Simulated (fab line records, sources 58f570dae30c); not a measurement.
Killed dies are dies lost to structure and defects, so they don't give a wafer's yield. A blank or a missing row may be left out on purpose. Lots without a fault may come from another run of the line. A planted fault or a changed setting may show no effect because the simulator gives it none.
Split-lot study || flow berkeley cmos170 || 23 wafers read from 5 lots, route of 331 steps

THE SPLIT
At UCB170_V1_CVD_00 (deposits SiO2 from TEOS/O2, target thk 2000 nm, time 250 s), the setting time s was moved away from the recipe's 250 s on 8 of the 23 wafers read, by -11.5% to +5.5%. The other wafers ran this setting at the recipe's value.

No step appears in the file between the split and the reading.

THE READING
At UCB170_V1_THK_MEAS_01: V1_TEOS_THK, given in nm. Fault-free wafers of this fab line usually give 1999 nm, standard deviation 28 nm.

{"wafer": "L076.1", "tool, chamber at the split": "pecvd-02, 0", "time s as run, s": 221.2, "against the recipe": "-11.5%", "V1_TEOS_THK, nm": 1790, "against lot-mates on the recipe": -242}
{"wafer": "L076.2", "tool, chamber at the split": "pecvd-02, 1", "time s as run, s": 221.2, "against the recipe": "-11.5%", "V1_TEOS_THK, nm": 1741, "against lot-mates on the recipe": -292}
{"wafer": "L076.3", "tool, chamber at the split": "pecvd-02, 2", "time s as run, s": 221.2, "against the recipe": "-11.5%", "V1_TEOS_THK, nm": 1762, "against lot-mates on the recipe": -270}
{"wafer": "L076.5", "tool, chamber at the split": "pecvd-02, 2", "time s as run, s": 250, "against the recipe": "recipe", "V1_TEOS_THK, nm": 2041, "against lot-mates on the recipe": "-"}
{"wafer": "L076.6", "tool, chamber at the split": "pecvd-02, 0", "time s as run, s": 250, "against the recipe": "recipe", "V1_TEOS_THK, nm": 2024, "against lot-mates on the recipe": "-"}
{"wafer": "L080.1", "tool, chamber at the split": "pecvd-01, 1", "time s as run, s": 222.4, "against the recipe": "-11.0%", "V1_TEOS_THK, nm": 1763, "against lot-mates on the recipe": -240}
{"wafer": "L080.2", "tool, chamber at the split": "pecvd-01, 0", "time s as run, s": 250, "against the recipe": "recipe", "V1_TEOS_THK, nm": 1995, "against lot-mates on the recipe": "-"}
{"wafer": "L080.4", "tool, chamber at the split": "pecvd-01, 1", "time s as run, s": 222.4, "against the recipe": "-11.0%", "V1_TEOS_THK, nm": 1786, "against lot-mates on the recipe": -217}
{"wafer": "L080.5", "tool, chamber at the split": "pecvd-01, 0", "time s as run, s": 250, "against the recipe": "recipe", "V1_TEOS_THK, nm": 2028, "against lot-mates on the recipe": "-"}
{"wafer": "L080.6", "tool, chamber at the split": "pecvd-01, 2", "time s as run, s": 250, "against the recipe": "recipe", "V1_TEOS_THK, nm": 1986, "against lot-mates on the recipe": "-"}
{"wafer": "L081.1", "tool, chamber at the split": "pecvd-03, 2", "time s as run, s": 250, "against the recipe": "recipe", "V1_TEOS_THK, nm": 1985, "against lot-mates on the recipe": "-"}
{"wafer": "L081.4", "tool, chamber at the split": "pecvd-03, 1", "time s as run, s": 250, "against the recipe": "recipe", "V1_TEOS_THK, nm": 2002, "against lot-mates on the recipe": "-"}
{"wafer": "L081.5", "tool, chamber at the split": "pecvd-03, 2", "time s as run, s": 250, "against the recipe": "recipe", "V1_TEOS_THK, nm": 2028, "against lot-mates on the recipe": "-"}
{"wafer": "L079.1", "tool, chamber at the split": "pecvd-03, 2", "time s as run, s": 263.8, "against the recipe": "+5.5%", "V1_TEOS_THK, nm": 2097, "against lot-mates on the recipe": "+94"}
{"wafer": "L079.2", "tool, chamber at the split": "pecvd-03, 0", "time s as run, s": 250, "against the recipe": "recipe", "V1_TEOS_THK, nm": 1987, "against lot-mates on the recipe": "-"}
{"wafer": "L079.3", "tool, chamber at the split": "pecvd-03, 1", "time s as run, s": 263.8, "against the recipe": "+5.5%", "V1_TEOS_THK, nm": 2077, "against lot-mates on the recipe": "+74"}
{"wafer": "L079.4", "tool, chamber at the split": "pecvd-03, 0", "time s as run, s": 250, "against the recipe": "recipe", "V1_TEOS_THK, nm": 2018, "against lot-mates on the recipe": "-"}
{"wafer": "L079.6", "tool, chamber at the split": "pecvd-03, 2", "time s as run, s": 263.8, "against the recipe": "+5.5%", "V1_TEOS_THK, nm": 2147, "against lot-mates on the recipe": "+144"}
{"wafer": "L082.1", "tool, chamber at the split": "pecvd-03, 2", "time s as run, s": 250, "against the recipe": "recipe", "V1_TEOS_THK, nm": 1971, "against lot-mates on the recipe": "-"}
{"wafer": "L082.2", "tool, chamber at the split": "pecvd-03, 1", "time s as run, s": 250, "against the recipe": "recipe", "V1_TEOS_THK, nm": 1965, "against lot-mates on the recipe": "-"}
{"wafer": "L082.3", "tool, chamber at the split": "pecvd-03, 0", "time s as run, s": 250, "against the recipe": "recipe", "V1_TEOS_THK, nm": 1939, "against lot-mates on the recipe": "-"}
{"wafer": "L082.4", "tool, chamber at the split": "pecvd-03, 2", "time s as run, s": 250, "against the recipe": "recipe", "V1_TEOS_THK, nm": 2002, "against lot-mates on the recipe": "-"}
{"wafer": "L082.6", "tool, chamber at the split": "pecvd-03, 0", "time s as run, s": 250, "against the recipe": "recipe", "V1_TEOS_THK, nm": 1978, "against lot-mates on the recipe": "-"}

THE FIT
A straight line over all 23 wafers: V1_TEOS_THK changes by +20.1 nm for each +1% of time s; r = +0.97; the points scatter about the line by 27 nm.
The same after taking each lot's own level away (the mean of its wafers on the recipe; 23 wafers): +21.7 nm for each +1%; r = +0.98; scatter 22 nm.
On that fit, the largest move of time s shifts the reading by 2.5e+02 nm.
The span of the lots' own levels, 1971.0 to 2032.5 nm, comes to 2.2 times the standard deviation stated above.
The two slopes agree, so the slope changes little with the lot-to-lot level.
Check: with one of the wafers moved furthest among these (-11.5%) left out of the fit, the line predicts -256 nm for it against its lot-mates. It came out at -242 nm against them.

ADDITIONAL SPLITS CARRIED BY THESE WAFERS
Before the reading, these wafers also passed through other splits. Each is held against what the fit with the lots' levels taken away leaves over:
{"other split on the same wafers": "UCB170_CONTACT_CVD_01 temp c", "wafers away from the commonest value": 18, "r with V1_TEOS_THK (lot level and that fit taken away)": "+0.14"}
{"other split on the same wafers": "UCB170_CONTACT_PEB_13 peb temp c", "wafers away from the commonest value": 7, "r with V1_TEOS_THK (lot level and that fit taken away)": "+0.16"}
{"other split on the same wafers": "UCB170_M1_COAT_04 resist thk nm", "wafers away from the commonest value": 6, "r with V1_TEOS_THK (lot level and that fit taken away)": "+0.19"}

THE WHOLE CHAIN: every reading that the file lists as answering this split, in the file's order
{"step": "UCB170_V1_CVD_00", "what it does": "deposits SiO2 from TEOS/O2, target thk 2000 nm, time 250 s", "reading": "SiO2_of_V1_CVD_00.thk nm (the simulator's own value, which no gauge read)", "change (the file's fit)": "+21.7 nm for each +1% of the setting", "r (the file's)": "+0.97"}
{"step": "UCB170_V1_THK_MEAS_01", "what it does": "", "reading": "V1_TEOS_THK", "change (the file's fit)": "+21.7 for each +1% of the setting", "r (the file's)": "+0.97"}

FILE'S OWN FIT
V1_TEOS_THK changes by +21.7 nm for each +1% of time s, r = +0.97.
